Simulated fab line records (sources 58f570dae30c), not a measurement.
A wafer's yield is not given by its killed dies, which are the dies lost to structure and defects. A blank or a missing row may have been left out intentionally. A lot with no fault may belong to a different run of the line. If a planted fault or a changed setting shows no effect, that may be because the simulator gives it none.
The tool behind it: which one? + flow berkeleyCmos170 + 16 lots with 48 wafers sampled at 5 steps, on a route of 331 steps

== WHAT THE GAUGES SHOWED, per wafer ==
UCB170_GATE_OVL_MEAS_13. Usual: GATE_OVL typically reads -2 nm, with standard deviation 5.8.
| lot  | measured     | on         | GATE_OVL (nm) | flag |
|------|--------------|------------|---------------|------|
| L440 | day 6 19:43  | overlay-01 | 0 1 0         |      |
| L442 | day 7 03:55  | overlay-01 | 4 -1 6        |      |
| L444 | day 7 13:55  | overlay-01 | -3 0 -7       |      |
| L443 | day 7 14:06  | overlay-02 | -2 1 6        |      |
| L445 | day 7 19:53  | overlay-02 | -2 3 -1       |      |
| L447 | day 7 19:36  | overlay-01 | -11 -4 -6     |      |
| L448 | day 7 20:36  | overlay-01 | -3 0 -7       |      |
| L446 | day 7 20:53  | overlay-02 | -4 -1 -6      |      |
| L450 | day 8 09:22  | overlay-02 | 12 8 8        |      |
| L449 | day 8 09:30  | overlay-01 | 1 -10 2       |      |
| L453 | day 9 08:09  | overlay-01 | -3 2 -10      |      |
| L456 | day 9 08:49  | overlay-02 | -7 0 0        |      |
| L454 | day 9 09:05  | overlay-02 | 0 4 -3        |      |
| L457 | day 10 04:17 | overlay-01 | 3 -2 -10      |      |
| L460 | day 10 04:38 | overlay-01 | 7 1 -2        |      |
| L458 | day 10 04:52 | overlay-02 | -6 -2 -6      |      |

UCB170_PLDD_OVL_MEAS_07. Usual: PLDD_OVL typically reads 0 nm, with standard deviation 5.2.
| lot  | measured     | on         | PLDD_OVL (nm) | flag |
|------|--------------|------------|---------------|------|
| L440 | day 6 21:19  | overlay-01 | 2 13 -4       |      |
| L442 | day 7 08:30  | overlay-01 | -2 -3 -4      |      |
| L444 | day 7 15:59  | overlay-01 | -7 2 -3       |      |
| L443 | day 7 16:32  | overlay-01 | -1 -2 -3      |      |
| L445 | day 7 22:14  | overlay-02 | 4 6 8         |      |
| L447 | day 7 21:58  | overlay-02 | -1 5 7        |      |
| L448 | day 7 22:34  | overlay-01 | -6 3 -2       |      |
| L446 | day 7 22:53  | overlay-02 | -6 1 -6       |      |
| L450 | day 8 12:08  | overlay-01 | 1 -1 -1       |      |
| L449 | day 8 12:22  | overlay-01 | 7 3 4         |      |
| L453 | day 9 11:26  | overlay-01 | -5 4 1        |      |
| L456 | day 9 11:51  | overlay-01 | 89 94 94      | OFF  |
| L454 | day 9 12:04  | overlay-01 | 93 100 93     | OFF  |
| L457 | day 10 05:47 | overlay-01 | 106 98 97     | OFF  |
| L460 | day 10 06:22 | overlay-01 | 101 96 100    | OFF  |
| L458 | day 10 06:36 | overlay-02 | -4 -1 -2      |      |

UCB170_NLDD_OVL_MEAS_07. Usual: NLDD_OVL typically reads -2 nm, with standard deviation 6.5.
| lot  | measured     | on         | NLDD_OVL (nm) | flag |
|------|--------------|------------|---------------|------|
| L440 | day 6 23:09  | overlay-01 | 5 2 -3        |      |
| L442 | day 7 11:08  | overlay-01 | -8 1 -7       |      |
| L444 | day 7 18:16  | overlay-01 | 4 -4 6        |      |
| L443 | day 7 18:50  | overlay-01 | -8 -6 -7      |      |
| L445 | day 8 02:33  | overlay-02 | -11 -16 -13   |      |
| L447 | day 8 01:51  | overlay-02 | -10 -8 2      |      |
| L448 | day 8 02:08  | overlay-02 | -7 -3 -13     |      |
| L446 | day 8 02:24  | overlay-02 | -6 1 0        |      |
| L450 | day 8 14:27  | overlay-02 | 9 -7 -2       |      |
| L449 | day 8 14:33  | overlay-01 | 2 -8 2        |      |
| L453 | day 9 13:45  | overlay-01 | 1 5 0         |      |
| L456 | day 9 13:58  | overlay-01 | 1 0 -4        |      |
| L454 | day 9 14:29  | overlay-02 | 2 5 -9        |      |
| L457 | day 10 08:04 | overlay-01 | -2 -11 -13    |      |
| L460 | day 10 08:33 | overlay-02 | 4 -4 2        |      |
| L458 | day 10 08:37 | overlay-01 | -15 -7 -4     |      |

== WHICH TOOL RAN EACH LOT (tool, then ch and the chambers of the sampled wafers, then the start) ==
| lot  | UCB170_NVT_STRIP_08                | UCB170_PLDD_EXPOSE_03            |
|------|------------------------------------|----------------------------------|
| L440 | plasmaAsher-01 ch 0,1, day 6 12:11 | krfScanner-02 ch 0, day 6 20:48  |
| L442 | plasmaAsher-04 ch 0,1, day 6 15:17 | krfScanner-01 ch 0, day 7 07:22  |
| L444 | plasmaAsher-01 ch 0,1, day 7 01:29 | krfScanner-01 ch 0, day 7 15:01  |
| L443 | plasmaAsher-04 ch 1, day 7 01:38   | krfScanner-02 ch 0, day 7 15:33  |
| L445 | plasmaAsher-01 ch 0,1, day 7 05:26 | krfScanner-02 ch 0, day 7 21:32  |
| L447 | plasmaAsher-04 ch 0,1, day 7 05:34 | krfScanner-02 ch 0, day 7 21:12  |
| L448 | plasmaAsher-03 ch 0,1, day 7 05:48 | krfScanner-01 ch 0, day 7 22:04  |
| L446 | plasmaAsher-01 ch 0,1, day 7 06:02 | krfScanner-02 ch 0, day 7 22:23  |
| L450 | plasmaAsher-03 ch 0,1, day 7 17:32 | krfScanner-02 ch 0, day 8 10:56  |
| L449 | plasmaAsher-04 ch 0,1, day 7 17:54 | krfScanner-02 ch 0, day 8 11:01  |
| L453 | plasmaAsher-03 ch 0,1, day 8 17:34 | krfScanner-02 ch 0, day 9 09:47  |
| L456 | plasmaAsher-01 ch 0,1, day 8 17:35 | krfScanner-01 ch 0, day 9 10:34  |
| L454 | plasmaAsher-03 ch 0,1, day 8 17:53 | krfScanner-01 ch 0, day 9 11:12  |
| L457 | plasmaAsher-04 ch 0,1, day 9 11:41 | krfScanner-01 ch 0, day 10 05:17 |
| L460 | plasmaAsher-03 ch 0,1, day 9 16:25 | krfScanner-01 ch 0, day 10 05:52 |
| L458 | plasmaAsher-04 ch 0,1, day 9 16:31 | krfScanner-02 ch 0, day 10 06:07 |
- UCB170_NVT_STRIP_08: strips in O2.
- UCB170_PLDD_EXPOSE_03: exposes mask PSELECT, target cd 1200 nm.

== WHAT THE TOOLS THEMSELVES READ (means of the sampled wafers that have a number; where no wafer has one, the mark that the record gives instead) ==
UCB170_NVT_STRIP_08. Usual: drypumpMotorCurrentA 5.7 A, standard deviation 0.35; oesProductAu 0.735 a.u., standard deviation 0.0044; stripTimeToEndpointS 21.62 s, standard deviation 0.056.
| lot  | tool           | drypumpMotorCurrentA (A) | oesProductAu (a.u.) | stripTimeToEndpointS (s) | flag |
|------|----------------|--------------------------|---------------------|--------------------------|------|
| L440 | plasmaAsher-01 | 5.6                      | 0.739               | 21.61                    |      |
| L442 | plasmaAsher-04 | 6.0                      | 0.734               | 21.70                    |      |
| L444 | plasmaAsher-01 | 5.8                      | 0.731               | 21.58                    |      |
| L443 | plasmaAsher-04 | 5.8                      | 0.732               | 21.57                    |      |
| L445 | plasmaAsher-01 | 5.8                      | 0.736               | 21.64                    |      |
| L447 | plasmaAsher-04 | 6.0                      | 0.732               | 21.63                    |      |
| L448 | plasmaAsher-03 | 5.2                      | 0.733               | 21.64                    |      |
| L446 | plasmaAsher-01 | 5.8                      | 0.734               | 21.59                    |      |
| L450 | plasmaAsher-03 | 5.2                      | 0.735               | 21.52                    |      |
| L449 | plasmaAsher-04 | 5.9                      | 0.735               | 21.54                    |      |
| L453 | plasmaAsher-03 | 5.2                      | 0.735               | 21.65                    |      |
| L456 | plasmaAsher-01 | 5.6                      | 0.739               | 21.61                    |      |
| L454 | plasmaAsher-03 | 5.2                      | 0.740               | 21.65                    |      |
| L457 | plasmaAsher-04 | 6.0                      | 0.735               | 21.69                    |      |
| L460 | plasmaAsher-03 | 5.2                      | 0.734               | 21.58                    |      |
| L458 | plasmaAsher-04 | 6.0                      | 0.737               | 21.54                    |      |

== THE ANSWER, worked out from the rows above alone ==
Rule: take the mean of a lot's wafers that have a number; if it is more than 3 standard deviations from the usual mean, the lot is off. A lot without any number at a reading at which 4 lots or more have one is off too. Where the step has rows for the other lots, those lots are counted as sound. The gauges are gone through in route order, then the tools' own readings, and for those a lot's mean is taken as printed above. At the first step where some lot is off, the reading lying furthest off is the one used; lots without a number count as furthest.
Off: L456, L454, L457, L460, seen at UCB170_PLDD_OVL_MEAS_07 (PLDD_OVL).
If a tool, at a process step before that reading, ran all the lots that are off and no sound lot after the first of them, it fits. Gauges at UCB170_PLDD_OVL_MEAS_07: tried the same way as those tools. 2 tools fit, krfScanner-01 at UCB170_PLDD_EXPOSE_03 and overlay-01 at UCB170_PLDD_OVL_MEAS_07, so this cannot tell which one it is.

== WHAT THE SIMULATOR HAD INSERTED ==
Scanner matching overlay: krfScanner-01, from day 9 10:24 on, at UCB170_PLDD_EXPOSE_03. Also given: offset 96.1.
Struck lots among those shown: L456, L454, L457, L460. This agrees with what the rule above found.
